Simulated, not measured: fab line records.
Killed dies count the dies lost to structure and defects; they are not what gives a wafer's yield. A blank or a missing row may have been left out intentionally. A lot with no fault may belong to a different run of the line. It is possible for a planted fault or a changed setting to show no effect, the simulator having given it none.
Commonality check across tools	flow rit cmos	48 wafers sampled across 14 lots

== WHAT PROMPTED THE OPENING ==
At RIT_PWELL_TW_MEAS_10 the reading PWELL_TW is flagged on 2 of 14 lots. Wafers without a fault read 946, standard deviation 12.
Rule: a lot is flagged in two cases, either no wafer of it has a number, or all its wafers with numbers fall more than 4 standard deviations from that mean. As for the other lots, they are considered sound.

lot	measured	on	PWELL_TW, wafer by wafer	flag
L850	day 1 23:05	film metro-04	958 953 953	
L851	day 2 05:10	film metro-01	929 931 928	
L852	day 2 12:42	film metro-02	950 954 949	
L853	day 2 16:48	film metro-04	950 955 953	
L854	day 2 23:57	film metro-02	949 958 954	
L856	day 3 06:05	film metro-04	954 950 954	
L857	day 3 11:02	film metro-04	957 959 962	
L858	day 3 20:49	film metro-02	961 961 956	
L859	day 4 00:53	film metro-01	930 935 931	
L860	day 4 01:54	film metro-01	929 927 929	
L868	day 5 18:47	film metro-02	1066 1063 1058 1065 1060 1067	FLAGGED
L869	day 5 22:16	film metro-01	1039 1036 1041 1039 1041 1038	FLAGGED
L870	day 6 04:07	film metro-02	952 947 949	
L872	day 6 17:07	film metro-04	958 959 952	
The numbers of the flagged lots are 1051 on average: +105 against the usual, or +9 standard deviations.

== WHICH TOOL EACH LOT WENT THROUGH ==
The record keeps 1 process step preceding the reading, out of 202 steps on the route. Read each cell as the tool, then ch plus the chambers that the sampled wafers visited, then the start.
lot	flag	RIT_PWELL_IMPLANT_08
L850		implanter-02 ch 0, day 1 22:48
L851		implanter-02 ch 0, day 2 04:52
L852		implanter-03 ch 0, day 2 12:23
L853		implanter-02 ch 0, day 2 16:29
L854		implanter-03 ch 0, day 2 23:40
L856		implanter-04 ch 0, day 3 05:46
L857		implanter-04 ch 0, day 3 10:44
L858		implanter-04 ch 0, day 3 20:31
L859		implanter-02 ch 0, day 4 00:34
L860		implanter-03 ch 0, day 4 01:35
L868	FLAGGED	implanter-04 ch 0, day 5 18:28
L869	FLAGGED	implanter-04 ch 0, day 5 21:58
L870		implanter-03 ch 0, day 6 03:47
L872		implanter-02 ch 0, day 6 16:47
What these steps do:
- RIT_PWELL_IMPLANT_08
- RIT_PWELL_TW_MEAS_10

== FLAGGED OVER TOTAL, TOOL BY TOOL (the gauges that took the reading come last) ==
step	tool	lots run	flagged	share of the flagged lots	sound lots run after its first flagged lot
RIT_PWELL_IMPLANT_08	implanter-02	5	0	none	-
RIT_PWELL_IMPLANT_08	implanter-03	4	0	none	-
RIT_PWELL_IMPLANT_08	implanter-04	5	2	all	0
RIT_PWELL_TW_MEAS_10	film metro-01	4	1	some	0
RIT_PWELL_TW_MEAS_10	film metro-02	5	1	some	1 (L870)
RIT_PWELL_TW_MEAS_10	film metro-04	5	0	none	-

== WHAT IS ALLOWED BY THE TABLE ==
All flagged lots share 1 row of the table, namely implanter-04 at RIT_PWELL_IMPLANT_08.
- implanter-04 at RIT_PWELL_IMPLANT_08 ran 5 lots, 2 of them flagged. A fault beginning between L858 (day 3 20:31), its last sound lot, and L868 (day 5 18:28), its first flagged one, fits the data. Its own readings lie more than 4 standard deviations out on every wafer of the flagged lots: dose ions cm2, faraday current uA.
One tool is left: implanter-04 at RIT_PWELL_IMPLANT_08.

== WHAT THE SIMULATOR PUT IN ==
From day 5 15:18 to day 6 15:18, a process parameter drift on implanter-04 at RIT_PWELL_IMPLANT_08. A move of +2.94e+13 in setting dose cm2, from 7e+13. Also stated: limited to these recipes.
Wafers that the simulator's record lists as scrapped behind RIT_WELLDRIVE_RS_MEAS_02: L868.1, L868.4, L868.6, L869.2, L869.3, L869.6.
Lots struck among those shown: L868, L869. Same finding as the rule above.
